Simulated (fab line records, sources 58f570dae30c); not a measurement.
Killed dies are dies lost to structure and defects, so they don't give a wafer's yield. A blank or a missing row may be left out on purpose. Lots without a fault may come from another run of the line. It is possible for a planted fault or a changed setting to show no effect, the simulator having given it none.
Comparing a struck lot with a sound one :: flow berkeley_cmos170 :: 18 steps out of a route of 331
Sound: wafers L102.2, L102.4, L102.6. Wafers L108.1, L108.3, L108.6 were the ones struck. Last of all comes the cause.
Each step with rows lists, per side, the tool, then ch with its chambers, then its first start. Under that, the readings that differ: sound wafers :: struck wafers :: difference of the means :: sigmas: that difference in standard deviations of wafers without a fault.
alike: readings whose means differ by less than 2 such deviations, and words and numbers that are the same on both sides. not compared: withheld readings, readings that some wafer has no value for, bounds like >300 that may hide the same value, and numbers for which the record gives no deviation and whose values overlap.
The two part at a step that has a row with sigmas, a row that says differs or no value, or rows on one side only. Non-overlapping numbers with no deviation appear without sigmas and do not part them. A reading missing from all wafers of one side parts the sides only when that side holds two or more wafers.

first, 1 step without rows for these wafers: UCB170_M2_PRE_CLEAN_00 (preclean etch time 60 s).
UCB170_M2_SPUTTER_01: material Al, target thk 900 nm, time 120 s.
  sound: pvd_sputter-02 at day 9 10:58; struck: pvd_sputter-02 at day 11 04:43
  alike: throttle_valve_pct
UCB170_M2_RS_MEAS_02: the measuring method here is four-point-probe.
  sound: film_metro-04 at day 9 11:04; struck: film_metro-03 at day 11 04:48
  alike: M2_AL_RS
UCB170_M2_THK_MEAS_03: measures by xrf.
  sound: film_metro-04 at day 9 11:11; struck: film_metro-03 at day 11 04:55
  alike: M2_AL_THK
then, 3 steps without rows for these wafers: UCB170_M2_HMDS_04 (prime time 60 s); UCB170_M2_COAT_05 (resist thk 900 nm); UCB170_M2_SOFTBAKE_06 (time 60 s).
UCB170_M2_STRIP_07: strips in O2.
  sound on plasma_asher-02 ch 0,1, day 9 11:41; struck on plasma_asher-03 ch 0,1, day 11 05:47
  alike: drypump_motor_current_A, oes_product_au, strip_time_to_endpoint_s
  not compared: rf_hours_counter_h
then, 4 steps without rows for these wafers: UCB170_M2_STRIP_08 (strips KrF in DMSO, time 600 s); UCB170_M2_COAT_09; UCB170_M2_COAT_10 (resist thk 900 nm); UCB170_M2_SOFTBAKE_11 (time 60 s).
UCB170_M2_EXPOSE_12: exposes mask METAL2, target cd 700 nm.
  sound on krf_scanner-02 ch 0, day 9 12:33; struck on krf_scanner-01 ch 0, day 11 06:31
reading: model.M2.overlay_x_nm (nm)
sound: -0.0234 -0.0234 -0.0234
struck: 122.5 122.5 122.5
difference: +122.5
sigmas: 
  alike: mask
then, 2 steps without rows for these wafers: UCB170_M2_PEB_13; UCB170_M2_DEVELOP_14 (develop time 45 s).
UCB170_M2_CD_MEAS_15: the cd target is 700 nm.
  sound: cd_sem-02 at day 9 13:16; struck: cd_sem-02 at day 11 07:04
  alike: cd_nm
UCB170_M2_OVL_MEAS_16:
  sound: overlay-02 at day 9 13:23; struck: overlay-01 at day 11 07:11
reading: M2_OVL (nm)
sound: -2 2 -5
struck: 118 120 124
difference: +122
sigmas: +22
UCB170_M2_ETCH_17: etches BARC in N2/H2.
  sound on rie_diel-02 ch 1,3, day 9 13:25; struck on rie_diel-04 ch 1,3, day 11 07:13
  alike: bias_w, drypump_motor_current_A, oes_product_au, throttle_valve_pct

WHERE THEY PART
Only at UCB170_M2_OVL_MEAS_16, as far as this record shows. Later steps at which nothing parts them and some readings are alike: UCB170_M2_ETCH_17.

WHY: what had been put in by the simulator
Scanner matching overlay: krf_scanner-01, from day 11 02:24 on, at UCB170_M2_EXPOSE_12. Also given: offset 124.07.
